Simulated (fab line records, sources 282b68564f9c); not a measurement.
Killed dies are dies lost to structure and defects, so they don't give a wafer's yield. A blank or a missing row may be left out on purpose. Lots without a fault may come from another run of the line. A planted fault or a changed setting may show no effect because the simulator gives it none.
Split-lot experiment | flow rit_cmos | 5 lots, 23 wafers read, on a route of 202 steps

THE SPLIT
At RIT_NLDD_SOFTBAKE_02 (time 60 s), the setting temp_c was moved away from the recipe's 90 C on 9 of the 23 wafers read, by -3.7% to +1.4%. The other wafers ran this setting at the recipe's value.

FROM THE SPLIT TO THE READING: what the file shows between them, 2 steps
- RIT_NLDD_EXPOSE_03: exposes mask M7, target cd 40700 nm
- RIT_NLDD_PEB_04

THE READING
NOVOLAK_of_NLDD_COAT_01.thk_nm (the simulator's own value, which no gauge read), in nm, at RIT_NLDD_DEVELOP_05 (develop time 50 s). The file gives no usual value for it. The 14 wafers here that ran the recipe average 999.8 nm, standard deviation 2.8 nm.

wafer  | tool, chamber at the split | temp_c as run, C | against the recipe | NOVOLAK_of_NLDD_COAT_01.thk_nm, nm | against lot-mates on the recipe
L074.1 | litho_track-02, 0          | 90               | recipe             | 999.3                              | -
L074.2 | litho_track-02, 0          | 90               | recipe             | 996.3                              | -
L074.3 | litho_track-02, 0          | 90               | recipe             | 997.2                              | -
L074.4 | litho_track-02, 0          | 86.67            | -3.7%              | 1007                               | +9.4
L074.5 | litho_track-02, 0          | 86.67            | -3.7%              | 1008                               | +10.4
L078.1 | litho_track-02, 0          | 91.3             | +1.4%              | 994.5                              | -3.1
L078.3 | litho_track-02, 0          | 91.3             | +1.4%              | 996.3                              | -1.3
L078.4 | litho_track-02, 0          | 90               | recipe             | 998.2                              | -
L078.5 | litho_track-02, 0          | 90               | recipe             | 997.1                              | -
L078.6 | litho_track-02, 0          | 90               | recipe             | 997.6                              | -
L079.1 | litho_track-01, 0          | 88.21            | -2.0%              | 1009                               | +5.0
L079.2 | litho_track-01, 0          | 90               | recipe             | 1003                               | -
L079.4 | litho_track-01, 0          | 88.21            | -2.0%              | 1011                               | +7.0
L079.5 | litho_track-01, 0          | 88.21            | -2.0%              | 1012                               | +8.0
L079.6 | litho_track-01, 0          | 90               | recipe             | 1005                               | -
L083.1 | litho_track-01, 0          | 87.84            | -2.4%              | 1009                               | +6.7
L083.2 | litho_track-01, 0          | 90               | recipe             | 1004                               | -
L083.3 | litho_track-01, 0          | 90               | recipe             | 1002                               | -
L083.4 | litho_track-01, 0          | 90               | recipe             | 1001                               | -
L083.5 | litho_track-01, 0          | 87.84            | -2.4%              | 1006                               | +3.7
L084.2 | litho_track-04, 0          | 90               | recipe             | 1001                               | -
L084.4 | litho_track-04, 0          | 90               | recipe             | 997.2                              | -
L084.6 | litho_track-04, 0          | 90               | recipe             | 997.7                              | -

THE FIT
A straight line over all 23 wafers: NOVOLAK_of_NLDD_COAT_01.thk_nm changes by -3.03 nm for each +1% of temp_c; r = -0.81; the points scatter about the line by 3.2 nm.
The same after taking each lot's own level away (the mean of its wafers on the recipe; 23 wafers): -2.54 nm for each +1%; r = -0.93; scatter 1.4 nm.
On that fit, the largest move of temp_c shifts the reading by 9.4 nm.
The lots' own levels span 997.60 to 1004.00 nm, that is 2.3 times the standard deviation above.
So the lot-to-lot level changes the slope: the two fits differ.
Check: with one of the wafers moved furthest among these (-3.7%) left out of the fit, the line predicts +9.81 nm for it against its lot-mates. It came out at +9.4 nm against them.

OTHER SPLITS ON THESE WAFERS
These wafers also went through other splits before the reading. Each is held against what the fit with the lots' levels taken away leaves over:
other split on the same wafers  | wafers away from the commonest value | r with NOVOLAK_of_NLDD_COAT_01.thk_nm (lot level and that fit taken away)
RIT_GATE_OXIDATION_05 ox_time_s | 18                                   | +0.02

THE FILE'S OWN FIT
NOVOLAK_of_NLDD_COAT_01.thk_nm changes by -2.57 nm for each +1% of temp_c, r = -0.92.
